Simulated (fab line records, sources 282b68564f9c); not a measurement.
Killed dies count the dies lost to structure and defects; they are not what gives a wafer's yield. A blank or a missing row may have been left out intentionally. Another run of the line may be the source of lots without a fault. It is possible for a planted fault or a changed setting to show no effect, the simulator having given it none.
A single fault, viewed from 2 desks -- flow ritCmos -- each desk has only its own numbers; what lay behind them comes last

THE TOOL OWNER'S DESK: lithoTrack-04
The tool's own readings at RIT_CONTACT_DEVELOP_07 (develop time 120 s): means of the sampled wafers that have a number, for each lot that ran on this tool. A lot is out of limits, marked OUT, if its mean lies more than 4 standard deviations from the usual mean; the brackets give that distance.
Columns: A = developerTempC at RIT_CONTACT_DEVELOP_07, usual 23.01 C
lot,first seen here,A
L435,day 3 23:00,22.89
L438,day 4 14:00,22.92
L441,day 5 06:00,25.41 (+25) OUT
L442,day 5 11:00,25.23 (+23) OUT
L454,day 8 00:00,23.01
L455,day 8 04:00,22.98
Finding of this desk: L441, L442 out of limits; the first was L441 at day 5 06:00, on developerTempC at RIT_CONTACT_DEVELOP_07. L435, L438, L454, L455 stayed within limits.

METROLOGY DESK
What the gauges read, lot by lot, whatever tool the lot ran on: means of the sampled wafers that have a number. A lot is out of limits, marked OUT, if its mean lies more than 4 standard deviations from the usual mean; the brackets give that distance.
Columns: A = cdNm at RIT_CONTACT_CD_MEAS_08, usual 1000.1 nm
lot,first seen here,A
L432,day 3 06:35,999.6
L435,day 3 23:23,999.0
L436,day 4 02:23,998.3
L437,day 4 11:52,1002.8
L438,day 4 14:46,996.0
L440,day 5 00:43,1003.4
L441,day 5 06:52,986.3 (-6.9) OUT
L442,day 5 11:38,989.3 (-5.4) OUT
L443,day 5 14:04,1002.4
L447,day 6 14:46,998.8
L449,day 6 23:40,998.3
L451,day 7 11:44,999.9
L454,day 8 00:38,1000.6
L455,day 8 04:20,999.7
Finding of this desk: L441, L442 out of limits; the first was L441 at day 5 06:52, on cdNm at RIT_CONTACT_CD_MEAS_08. L432, L435, L436, L437, L438, L440, L443, L447, L449, L451, L454, L455 stayed within limits.

ALL TOGETHER
An alarm could have come from the tool owner's desk at day 5 06:00, on L441, L442.
At day 5 06:52 the metrology desk could have sounded an alarm, on L441, L442.
Of the lots named, all ran RIT_CONTACT_DEVELOP_07 on lithoTrack-04.

WHAT THE SIMULATOR HAD INSERTED
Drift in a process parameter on lithoTrack-04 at RIT_CONTACT_DEVELOP_07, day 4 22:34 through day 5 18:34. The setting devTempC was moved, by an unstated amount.
Shown lots that were struck: L441, L442.
Delay (hours) between the fault's onset and each desk's first out-of-limits reading: 7 at the tool owner's desk, 8 at the metrology desk.
